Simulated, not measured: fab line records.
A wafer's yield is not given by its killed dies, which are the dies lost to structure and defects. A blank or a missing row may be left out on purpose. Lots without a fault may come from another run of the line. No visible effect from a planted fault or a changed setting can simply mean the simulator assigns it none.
2 desks, one fault + flow berkeleyCmos170 + what lay behind the numbers comes last; until then each desk has only its own

== METROLOGY DESK ==
Means of the sampled wafers that have a number, per lot and without regard to the tool the lot ran on: this is what the gauges read. Any lot whose mean is over 4 standard deviations away from the usual mean is out of limits and marked OUT; that distance is given in the brackets.
Columns: A = cdNm at UCB170_M1_CD_MEAS_09, usual 700.4 nm; B = M1_OVL at UCB170_M1_OVL_MEAS_10, usual 2 nm
| lot  | first seen here | A     | B   |
|------|-----------------|-------|-----|
| L598 | day 8 06:32     | 699.6 | -0  |
| L599 | day 8 17:44     | 702.5 | 1   |
| L601 | day 9 05:30     | 701.7 | 9   |
| L602 | day 9 05:43     | 700.0 | 4   |
| L606 | day 9 22:04     | 700.3 | 12  |
| L605 | day 9 22:17     | 699.8 | 2   |
| L603 | day 9 22:37     | 699.6 | -10 |
| L608 | day 10 18:31    | 700.2 | 2   |
| L609 | day 11 09:44    | 699.3 | 0   |
| L611 | day 11 17:17    | 700.2 | 5   |
| L615 | day 12 13:03    | 699.9 | -1  |
| L618 | day 12 17:22    | 699.8 | -1  |
| L619 | day 14 08:07    | 699.9 | 4   |
| L621 | day 14 19:20    | 701.5 | 1   |
Result from this desk: across the 14 lots, nothing is out of limits.

== DESK OF THE TOOL OWNER: rieDiel-03 ==
The tool's own readings at UCB170_V1_ETCH_14 (etches SiO2 in CHF3/CF4/Ar, stops on Al, target depth 1250 nm, time 291 s): means of the sampled wafers that have a number, for each lot that ran on this tool. Any lot whose mean is over 4 standard deviations away from the usual mean is out of limits and marked OUT; that distance is given in the brackets.
Columns: A = drypumpMotorCurrentA at UCB170_V1_ETCH_14, usual 5.8 A; B = oesProductAu at UCB170_V1_ETCH_14, usual 0.873 a.u.; C = throttleValvePct at UCB170_V1_ETCH_14, usual 6.96 %
| lot  | first seen here | A   | B     | C    |
|------|-----------------|-----|-------|------|
| L598 | day 8 11:37     | 5.8 | 0.884 | 6.93 |
| L609 | day 11 15:48    | 5.4 | 0.881 | 7.05 |
| L611 | day 12 01:11    | 5.5 | 0.876 | 6.95 |
| L615 | day 12 17:50    | 5.7 | 0.881 | 6.94 |
| L621 | day 15 02:42    | 5.5 | 0.884 | 6.95 |
Result from this desk: across the 5 lots, nothing is out of limits.

== BROUGHT TOGETHER ==
The metrology desk saw nothing out of limits.
The tool owner's desk saw nothing out of limits.

== WHAT HAD BEEN PUT IN BY THE SIMULATOR ==
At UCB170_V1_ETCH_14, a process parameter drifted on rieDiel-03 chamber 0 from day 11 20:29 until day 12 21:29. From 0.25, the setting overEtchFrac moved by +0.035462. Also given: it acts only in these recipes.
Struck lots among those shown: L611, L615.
